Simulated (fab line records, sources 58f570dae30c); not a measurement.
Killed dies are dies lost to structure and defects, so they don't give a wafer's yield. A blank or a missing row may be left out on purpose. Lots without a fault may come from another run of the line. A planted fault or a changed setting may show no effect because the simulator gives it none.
Split-lot experiment | flow berkeley_cmos170 | 5 lots, 23 wafers read, on a route of 331 steps

THE SPLIT
At UCB170_WELLDRIVE_OXIDATION_01 (target thk 199 nm, ox time 9000 s), the setting temp_c was moved away from the recipe's 1100 C on 20 of the 23 wafers read, by -1.4% to +2.1%. The other wafers ran this setting at the recipe's value.

The file shows no step between the split and the reading.

THE READING
WELLDRIVE_OXIDE_THK, in nm, at UCB170_WELLDRIVE_THK_MEAS_02. Fault-free wafers of this fab line usually give 198 nm, standard deviation 3.6 nm.

wafer  | tool, chamber at the split | temp_c as run, C | against the recipe | WELLDRIVE_OXIDE_THK, nm | against lot-mates on the recipe
L074.1 | -, -                       | 1119             | +1.7%              | 217                     | no lot-mate on the recipe
L074.2 | -, -                       | 1119             | +1.7%              | 217                     | no lot-mate on the recipe
L074.4 | -, -                       | 1119             | +1.7%              | 216                     | no lot-mate on the recipe
L074.5 | -, -                       | 1119             | +1.7%              | 216                     | no lot-mate on the recipe
L074.6 | -, -                       | 1119             | +1.7%              | 219                     | no lot-mate on the recipe
L077.1 | -, -                       | 1110             | +0.9%              | 215                     | no lot-mate on the recipe
L077.2 | -, -                       | 1110             | +0.9%              | 212                     | no lot-mate on the recipe
L077.4 | -, -                       | 1110             | +0.9%              | 209                     | no lot-mate on the recipe
L077.5 | -, -                       | 1110             | +0.9%              | 215                     | no lot-mate on the recipe
L077.6 | -, -                       | 1110             | +0.9%              | 212                     | no lot-mate on the recipe
L079.2 | furnace-02, 0              | 1100             | recipe             | 188                     | -
L079.5 | furnace-02, 0              | 1100             | recipe             | 191                     | -
L079.6 | furnace-02, 0              | 1100             | recipe             | 189                     | -
L083.1 | -, -                       | 1085             | -1.4%              | 182                     | no lot-mate on the recipe
L083.2 | -, -                       | 1085             | -1.4%              | 185                     | no lot-mate on the recipe
L083.3 | -, -                       | 1085             | -1.4%              | 184                     | no lot-mate on the recipe
L083.4 | -, -                       | 1085             | -1.4%              | 184                     | no lot-mate on the recipe
L083.5 | -, -                       | 1085             | -1.4%              | 185                     | no lot-mate on the recipe
L082.2 | -, -                       | 1123             | +2.1%              | 224                     | no lot-mate on the recipe
L082.3 | -, -                       | 1123             | +2.1%              | 220                     | no lot-mate on the recipe
L082.4 | -, -                       | 1123             | +2.1%              | 224                     | no lot-mate on the recipe
L082.5 | -, -                       | 1123             | +2.1%              | 221                     | no lot-mate on the recipe
L082.6 | -, -                       | 1123             | +2.1%              | 222                     | no lot-mate on the recipe

THE FIT
A straight line over all 23 wafers: WELLDRIVE_OXIDE_THK changes by +11.5 nm for each +1% of temp_c; r = +0.96; the points scatter about the line by 4.3 nm.
Too few moved wafers have a lot-mate on the recipe to fit a line with each lot's own level taken away.

THE WHOLE CHAIN: every reading that the file lists as answering this split, in the file's order
step                          | what it does                      | reading                                                                                | change (the file's fit)              | r (the file's)
UCB170_WELLDRIVE_OXIDATION_01 | target thk 199 nm, ox time 9000 s | SiO2_of_WELLDRIVE_OXIDATION_01.thk_nm (the simulator's own value, which no gauge read) | +11.6 nm for each +1% of the setting | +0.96
UCB170_WELLDRIVE_THK_MEAS_02  |                                   | WELLDRIVE_OXIDE_THK                                                                    | +11.6 for each +1% of the setting    | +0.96

THE FILE'S OWN FIT
WELLDRIVE_OXIDE_THK changes by +11.6 nm for each +1% of temp_c, r = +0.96.
